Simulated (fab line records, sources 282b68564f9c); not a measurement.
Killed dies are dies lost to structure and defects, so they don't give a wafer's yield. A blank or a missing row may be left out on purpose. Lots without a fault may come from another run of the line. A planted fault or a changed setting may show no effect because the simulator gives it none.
fab line records | flow rit_cmos
record lots=13 wafers=39 last_day=7
route steps=202 shown M1@184
lots that met no fault: from a run of the same line without faults
start_h: hours from the record's first day to the start of the lot's first wafer shown | wait_h: hours since the lot's step before | " the same as in the row above | L1.1+2: a row that stands for several wafers | - no value, or no start given | * or withheld: withheld | < > ~ a bound
route shown NAME@n: a module of which the file shows steps, and the number in the route of the first | usual: mean/standard deviation of fault-free wafers | same: alike in all rows | chamber/n: place in a boat | sites: the reading at each site | _std_site: their standard deviation | _edge_site: outer sites' mean less inner sites' | radius_mm: how far each site lies from the wafer's centre | mask NAME#n: copy n | behind: the tool/chamber that last shaped the wafer | hold: why the lot was held/for how many hours/how that ended | device: the transistor (n, p or np) that didn't switch | end of line: the same wafers' tests at the end of the route | a step without rows: its recipe alone | killed: dies lost to structure and defects at the first sort, not the wafer's yield | map: a wafer's dies, x killed, . not, _ none there
set.NAME: the setting as run; set.NAME@STEP: as run at that earlier step | model.NAME: the simulator's own value behind a step, which no gauge read
steps of the route over a sample of lots; a table a step, a row a wafer
services: from which hour (start_h, from the record's first day; less than 0 if before it) a tool's chamber was out of use, for how many hours, and why
## steps
# step RIT_M1_SPUTTER_00
# recipe material=Al target_thk_nm=400 power_w=2000 chamber_pressure_pa=0.4 gas=Ar time_s=500 substrate_temp_c=25
# usual throttle_valve_pct=29.5/0.67
# columns lot.wafer tool chamber start_h wait_h throttle_valve_pct
L636.3 pvd_sputter-01 - 58.58 0.0 29.2
L636.4 " - " " 29.7
L636.5 " - " " 28.9
L637.2 pvd_sputter-02 - 60.40 0.0 29.2
L637.4 " - " " 30.8
L637.6 " - " " 30.8
L638.1 pvd_sputter-01 - 68.71 0.0 29.9
L638.2 " - " " 29.0
L638.4 " - " " 29.5
L639.3 pvd_sputter-02 - 70.28 0.0 30.6
L639.4 " - " " 30.8
L639.5 " - " " 29.4
L640.1 pvd_sputter-01 - 77.07 0.0 29.1
L640.3 " - " " 28.6
L640.6 " - " " 29.1
L641.4 pvd_sputter-02 - 78.95 0.0 28.8
L641.5 " - " " 30.7
L641.6 " - " " 29.4
L642.1 pvd_sputter-03 - 83.53 0.0 30.2
L642.4 " - " " 29.8
L642.5 " - " " 30.3
L643.1 pvd_sputter-01 - 87.05 0.0 29.9
L643.4 " - " " 29.4
L643.6 " - " " 28.8
L645.2 pvd_sputter-01 - 97.96 0.0 29.7
L645.5 " - " " 28.9
L645.6 " - " " 29.8
L650.2 pvd_sputter-03 - 123.27 0.0 28.0
L650.4 " - " " 29.7
L650.5 " - " " 29.8
L651.2 pvd_sputter-01 - 128.91 0.0 29.5
L651.5 " - " " 28.9
L651.6 " - " " 29.7
L652.2 pvd_sputter-03 - 133.83 0.0 30.4
L652.5 " - " " 30.1
L652.6 " - " " 30.0
L656.1 pvd_sputter-03 - 153.52 0.0 29.9
L656.2 " - " " 30.0
L656.5 " - " " 30.1
# step RIT_M1_PROBE_99
# usual defect_limited_yield=97.3/1.1 killed_at_M0_to_M3=0.0/0.083 killed_at_contacts=0.1/0.24 killed_at_front_end=7.1/2.8 killed_dies=7.2/2.8 killed_on_rim=1.8/1.4 killed_open=3.6/2.1 killed_short=3.6/1.9 sort_bin_3_pad_short=0.2/0.25 sort_bin_5_function=1.6/0.78 sort_bin_6_memory=1.0/0.65 sort_n_pass=256.8/2.8 sort_yield_pct=97.3/1.1
# same gross_dies=264 killed_at_M4_up=0 killed_at_back_side=0 killed_at_other=0
# columns lot.wafer tool chamber start_h wait_h defect_limited_yield[%] killed_at_M0_to_M3 killed_at_contacts killed_at_front_end killed_dies killed_on_rim killed_open killed_short sort_bin_3_pad_short[%] sort_bin_5_function[%] sort_bin_6_memory[%] sort_n_pass sort_yield_pct[%]
L636.3 prober-01 - 62.80 0.2 97.7 0 0 6 6 1 3 3 0 1.1 1.1 258.0 97.7
L636.4 prober-01 - 62.85 0.2 95.8 0 0 11 11 5 3 8 0.4 2.7 1.1 253.0 95.8
L636.5 prober-01 - 62.90 0.2 97.7 0 0 6 6 1 4 2 0.4 1.5 0.4 258.0 97.7
L637.2 prober-02 - 65.49 0.1 97.3 0 0 7 7 2 4 3 0 1.5 1.1 257.0 97.3
L637.4 prober-02 - 65.59 0.2 96.2 0 0 10 10 2 5 5 0 1.9 1.9 254.0 96.2
L637.6 prober-02 - 65.69 0.2 96.6 0 0 9 9 3 2 7 0 2.7 0.8 255.0 96.6
L638.1 prober-01 - 72.85 0.1 95.5 0 0 12 12 1 5 7 0.4 2.3 1.9 252.0 95.5
L638.2 prober-01 - 72.90 0.1 96.2 0 0 10 10 2 6 4 0 3.0 0.8 254.0 96.2
L638.4 prober-01 - 73.00 0.2 97.3 0 0 7 7 2 2 5 0 1.1 1.5 257.0 97.3
L639.3 prober-02 - 74.70 0.2 98.1 0 0 5 5 0 2 3 0.4 1.5 0 259.0 98.1
L639.4 prober-02 - 74.75 0.2 97.3 0 1 6 7 1 3 4 0 1.9 0.8 257.0 97.3
L639.5 prober-02 - 74.80 0.2 97.0 0 0 8 8 2 6 2 0 1.9 1.1 256.0 97.0
L640.1 prober-01 - 81.22 0.1 96.6 0 0 9 9 1 4 5 0 2.3 1.1 255.0 96.6
L640.3 prober-01 - 81.32 0.2 97.7 0 0 6 6 2 2 4 0 1.5 0.8 258.0 97.7
L640.6 prober-01 - 81.47 0.2 98.1 0 0 5 5 0 5 0 0 0.4 1.5 259.0 98.1
L641.4 prober-02 - 83.31 0.2 95.8 0 0 11 11 3 9 2 0 1.9 2.3 253.0 95.8
L641.5 prober-02 - 83.36 0.2 98.9 0 1 2 3 0 2 1 0 0.8 0.4 261.0 98.9
L641.6 prober-02 - 83.41 0.2 98.9 0 0 3 3 0 3 0 0 0.4 0.8 261.0 98.9
L642.1 prober-01 - 87.56 0.1 98.5 0 0 4 4 1 2 2 0.4 0.4 0.8 260.0 98.5
L642.4 prober-01 - 87.71 0.2 97.7 0 0 6 6 0 3 3 0 1.1 1.1 258.0 97.7
L642.5 prober-01 - 87.76 0.2 98.5 0 0 4 4 0 2 2 0 1.1 0.4 260.0 98.5
L643.1 prober-02 - 91.06 0.1 96.6 0 0 9 9 2 3 6 0 1.1 2.3 255.0 96.6
L643.4 prober-02 - 91.21 0.2 98.1 0 0 5 5 3 3 2 0 1.9 0 259.0 98.1
L643.6 prober-02 - 91.31 0.2 97.0 0 1 7 8 4 5 3 0 1.5 1.5 256.0 97.0
L645.2 prober-02 - 102.15 0.1 98.9 0 0 3 3 1 1 2 0 1.1 0 261.0 98.9
L645.5 prober-02 - 102.30 0.2 98.1 0 0 5 5 2 0 5 0 1.1 0.8 259.0 98.1
L645.6 prober-02 - 102.35 0.2 97.3 0 0 7 7 1 4 3 0 1.1 1.5 257.0 97.3
L650.2 prober-02 - 127.86 0.1 94.7 0 0 14 14 5 7 7 0.4 3.8 1.1 250.0 94.7
L650.4 prober-02 - 127.96 0.2 96.6 0 0 9 9 2 3 6 0 2.7 0.8 255.0 96.6
L650.5 prober-02 - 128.01 0.2 95.5 0 0 12 12 2 7 5 0.4 3.0 1.1 252.0 95.5
L651.2 prober-01 - 133.14 0.1 97.0 0 0 8 8 3 1 7 0.8 1.5 0.8 256.0 97.0
L651.5 prober-01 - 133.29 0.2 91.3 18 0 5 23 12 3 2 1.5 5.3 1.9 241.0 91.3
L651.6 prober-01 - 133.34 0.2 98.1 0 0 5 5 2 3 2 0 1.9 0 259.0 98.1
L652.2 prober-02 - 138.07 0.1 97.3 0 0 7 7 0 3 4 0.4 1.1 1.1 257.0 97.3
L652.5 prober-02 - 138.22 0.2 98.1 0 0 5 5 2 2 3 0.4 1.5 0 259.0 98.1
L652.6 prober-02 - 138.27 0.2 95.5 0 0 12 12 5 7 5 0 3.4 1.1 252.0 95.5
L656.1 prober-02 - 157.55 0.1 96.6 0 0 9 9 3 2 7 0.4 2.3 0.8 255.0 96.6
L656.2 prober-02 - 157.60 0.1 97.3 0 0 7 7 0 2 5 0.8 1.5 0.4 257.0 97.3
L656.5 prober-02 - 157.75 0.2 98.1 0 0 5 5 2 1 4 0.4 1.1 0.4 259.0 98.1
# killed by level:class
L636.3 SILICIDE:geometric_particle:open=2 FOX2:geometric_particle:short=1 GATE:geometric_particle:open=1 GATE:geometric_particle:short=1 REOX:geometric_particle:short=1
L636.4 GATE:geometric_particle:short=7 FOX1:geometric_particle:short=1 FOX1:geometric_particle:open=1 REOX:geometric_particle:open=1 SPACER:geometric_particle:open=1
L636.5 GATE:geometric_particle:open=3 SPACER:geometric_particle:short=2 FOX2:geometric_particle:open=1
L637.2 GATE:geometric_particle:open=2 REOX:geometric_particle:short=2 FOX1:geometric_particle:open=1 GATE:geometric_particle:short=1 REOX:geometric_particle:open=1
L637.4 GATE:geometric_particle:short=2 GATE:geometric_particle:open=2 FOX2:geometric_particle:short=1 FOX2:geometric_particle:open=1 REOX:geometric_particle:open=1 REOX:geometric_particle:short=1 SILICIDE:geometric_particle:open=1 SILICIDE:geometric_particle:short=1
L637.6 FOX1:geometric_particle:short=3 GATE:geometric_particle:open=2 GATE:geometric_particle:short=2 REOX:geometric_particle:short=2
L638.1 FOX1:geometric_particle:open=2 REOX:geometric_particle:short=2 SPACER:geometric_particle:short=2 SPACER:geometric_particle:open=2 FOX1:geometric_particle:short=1 FOX2:geometric_particle:short=1 GATE:geometric_particle:short=1 REOX:geometric_particle:open=1
L638.2 GATE:geometric_particle:open=3 REOX:geometric_particle:open=2 REOX:geometric_particle:short=2 FOX1:geometric_particle:short=1 SPACER:geometric_particle:open=1 SPACER:geometric_particle:short=1
L638.4 GATE:geometric_particle:short=3 FOX1:geometric_particle:short=1 REOX:geometric_particle:short=1 SPACER:geometric_particle:open=1 SILICIDE:geometric_particle:open=1
L639.3 FOX1:geometric_particle:short=2 SILICIDE:geometric_particle:open=2 SILICIDE:geometric_particle:short=1
L639.4 SPACER:geometric_particle:open=2 FOX1:geometric_particle:short=1 FOX1:geometric_particle:open=1 REOX:geometric_particle:short=1 SILICIDE:geometric_particle:short=1 CONTACT:geometric_particle:short=1
L639.5 SILICIDE:geometric_particle:open=3 GATE:geometric_particle:open=2 GATE:geometric_particle:short=1 REOX:geometric_particle:short=1 SPACER:geometric_particle:open=1
L640.1 SPACER:geometric_particle:short=2 SILICIDE:geometric_particle:open=2 FOX1:geometric_particle:open=1 FOX2:geometric_particle:short=1 GATE:geometric_particle:short=1 REOX:geometric_particle:open=1 SILICIDE:geometric_particle:short=1
L640.3 FOX2:geometric_particle:short=1 GATE:geometric_particle:short=1 SPACER:geometric_particle:open=1 SPACER:geometric_particle:short=1 SILICIDE:geometric_particle:short=1 SILICIDE:geometric_particle:open=1
L640.6 SPACER:geometric_particle:open=4 FOX1:geometric_particle:open=1
L641.4 GATE:geometric_particle:open=5 REOX:geometric_particle:open=2 FOX1:geometric_particle:open=1 GATE:geometric_particle:short=1 REOX:geometric_particle:short=1 SPACER:geometric_particle:open=1
L641.5 FOX2:geometric_particle:short=1 GATE:geometric_particle:open=1 CONTACT:geometric_particle:open=1
L641.6 REOX:geometric_particle:open=2 SILICIDE:geometric_particle:open=1
L642.1 FOX1:geometric_particle:open=1 GATE:geometric_particle:short=1 REOX:geometric_particle:open=1 REOX:geometric_particle:short=1
L642.4 FOX2:geometric_particle:short=2 GATE:geometric_particle:open=2 GATE:geometric_particle:short=1 SPACER:geometric_particle:open=1
L642.5 FOX2:geometric_particle:open=1 GATE:geometric_particle:short=1 REOX:geometric_particle:short=1 SILICIDE:geometric_particle:open=1
L643.1 SPACER:geometric_particle:short=3 FOX1:geometric_particle:short=2 GATE:geometric_particle:open=1 SPACER:geometric_particle:open=1 SILICIDE:geometric_particle:open=1 SILICIDE:geometric_particle:short=1
L643.4 GATE:geometric_particle:short=2 FOX1:geometric_particle:open=1 GATE:geometric_particle:open=1 SPACER:geometric_particle:open=1
L643.6 FOX1:geometric_particle:short=2 SILICIDE:geometric_particle:open=2 FOX1:geometric_particle:open=1 GATE:geometric_particle:open=1 SPACER:geometric_particle:short=1 CONTACT:geometric_particle:open=1
L645.2 FOX1:geometric_particle:open=1 FOX1:geometric_particle:short=1 GATE:geometric_particle:short=1
L645.5 GATE:geometric_particle:short=2 FOX1:geometric_particle:short=1 SPACER:geometric_particle:short=1 SILICIDE:geometric_particle:short=1
L645.6 GATE:geometric_particle:short=2 SILICIDE:geometric_particle:open=2 GATE:geometric_particle:open=1 SPACER:geometric_particle:open=1 SPACER:geometric_particle:short=1
L650.2 FOX1:geometric_particle:open=3 FOX1:geometric_particle:short=3 REOX:geometric_particle:short=3 SILICIDE:geometric_particle:open=2 FOX2:geometric_particle:open=1 REOX:geometric_particle:open=1 SILICIDE:geometric_particle:short=1
L650.4 FOX1:geometric_particle:short=2 GATE:geometric_particle:short=2 FOX2:geometric_particle:open=1 REOX:geometric_particle:open=1 REOX:geometric_particle:short=1 SPACER:geometric_particle:short=1 SILICIDE:geometric_particle:open=1
L650.5 GATE:geometric_particle:open=4 GATE:geometric_particle:short=4 FOX1:geometric_particle:open=2 REOX:geometric_particle:short=1 SILICIDE:geometric_particle:open=1
L651.2 GATE:geometric_particle:short=3 SPACER:geometric_particle:short=3 GATE:geometric_particle:open=1 REOX:geometric_particle:short=1
L651.5 M1:unspecified=18 FOX1:geometric_particle:open=1 FOX1:geometric_particle:short=1 FOX2:geometric_particle:short=1 GATE:geometric_particle:open=1 REOX:geometric_particle:open=1
L651.6 SPACER:geometric_particle:open=2 GATE:geometric_particle:open=1 GATE:geometric_particle:short=1 REOX:geometric_particle:short=1
L652.2 SPACER:geometric_particle:open=2 SILICIDE:geometric_particle:short=2 FOX2:geometric_particle:short=1 GATE:geometric_particle:open=1 SPACER:geometric_particle:short=1
L652.5 GATE:geometric_particle:open=1 GATE:geometric_particle:short=1 REOX:geometric_particle:short=1 REOX:geometric_particle:open=1 SILICIDE:geometric_particle:short=1
L652.6 GATE:geometric_particle:open=3 SPACER:geometric_particle:short=3 SPACER:geometric_particle:open=3 GATE:geometric_particle:short=1 SILICIDE:geometric_particle:short=1 SILICIDE:geometric_particle:open=1
L656.1 FOX2:geometric_particle:short=3 GATE:geometric_particle:short=3 FOX1:geometric_particle:open=1 FOX2:geometric_particle:open=1 SPACER:geometric_particle:short=1
L656.2 GATE:geometric_particle:short=4 FOX2:geometric_particle:short=1 GATE:geometric_particle:open=1 SPACER:geometric_particle:open=1
L656.5 FOX2:geometric_particle:short=2 FOX1:geometric_particle:open=1 FOX1:geometric_particle:short=1 SPACER:geometric_particle:short=1
## services
# columns tool chamber start_h hours kind
pvd_sputter-02 - 147.96 16.7 repair
## key
first_sign step=RIT_M1_PROBE_99 reading=killed_at_M0_to_M3 direction=up sigmas=18 usual=0.0 struck=18
effect step=RIT_M1_PROBE_99 reading=defect_limited_yield direction=down sigmas=5.7 usual=97.3 struck=91.3
met_at RIT_M1_SPUTTER_00
struck_lots L651
struck_wafers L651.5
onset_between 97.96 128.91
fault kind=chamber_particle_source tool=pvd_sputter-01 chamber=- onset_h=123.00 steps=RIT_M1_SPUTTER_00 rate_per_visit_cm2=1.3887 end_h=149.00 scope=struck_wafers_only
